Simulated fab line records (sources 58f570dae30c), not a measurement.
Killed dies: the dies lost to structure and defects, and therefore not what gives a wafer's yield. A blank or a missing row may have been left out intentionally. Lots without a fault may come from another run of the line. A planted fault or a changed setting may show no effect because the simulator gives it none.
2 desks looking at one fault :: flow berkeley-cmos170 :: each desk holds nothing but its own numbers, with what lay behind them at the end

## AT THE TOOL OWNER'S DESK: implanter-04
The tool's own readings at UCB170_NWELL_IMPLANT_14, given as means over the sampled wafers that have a number, one for each lot that went through this tool. A lot is out of limits, marked OUT, if its mean lies more than 4 standard deviations from the usual mean; the brackets give that distance.
Columns: A = beam-energy-keV at UCB170_NWELL_IMPLANT_14, usual 149.99
lot: L734
first seen here: day 2 06:31
A: 149.96

lot: L743
first seen here: day 4 07:18
A: 158.31 (+99 or more) OUT

lot: L747
first seen here: day 4 23:47
A: 158.33 (+99 or more) OUT
Finding of this desk: L743, L747 out of limits; the first was L743 at day 4 07:18, on beam-energy-keV at UCB170_NWELL_IMPLANT_14. L734 stayed within limits.

## THE METROLOGY DESK
What the gauges read for every lot (on any tool): the sampled wafers with a number, averaged. A lot is out of limits, marked OUT, if its mean lies more than 4 standard deviations from the usual mean; the brackets give that distance.
Columns: A = NWELL_OXIDE_THK at UCB170_NWELL_THK_MEAS_02, usual 26.3 nm; B = NWELL_NITRIDE_THK at UCB170_NWELL_THK_MEAS_05, usual 223.6 nm; C = NWELL_OVL at UCB170_NWELL_OVL_MEAS_12, usual 2 nm
lot: L734
first seen here: day 2 00:02
A: 25.9
B: 223.0
C: -4

lot: L740
first seen here: day 3 10:17
A: 25.8
B: 224.3
C: 1

lot: L743
first seen here: day 4 00:05
A: 26.3
B: 223.7
C: 4

lot: L747
first seen here: day 4 15:51
A: 26.5
B: 223.7
C: 0

lot: L751
first seen here: day 5 17:18
A: 26.0
B: 224.8
C: -6

lot: L754
first seen here: day 6 06:09
A: 26.0
B: 222.6
C: -3
This desk's verdict: no lot among the 6 shows anything out of limits.

## TAKEN TOGETHER
At day 4 07:18, on L743, L747, the tool owner's desk was in a position to raise an alarm.
From the metrology desk's view, nothing was out of limits.
The metrology desk has L743, L747 on record, within its limits.
Every lot named ran UCB170_NWELL_IMPLANT_14 on implanter-04.

## WHAT WAS PUT IN BY THE SIMULATOR
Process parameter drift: implanter-04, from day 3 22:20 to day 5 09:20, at UCB170_NWELL_IMPLANT_14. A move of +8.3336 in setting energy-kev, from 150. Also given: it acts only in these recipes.
Shown lots that were struck: L743, L747.
Hours from the fault's start to each desk's first reading out of limits: the tool owner's desk, 9.
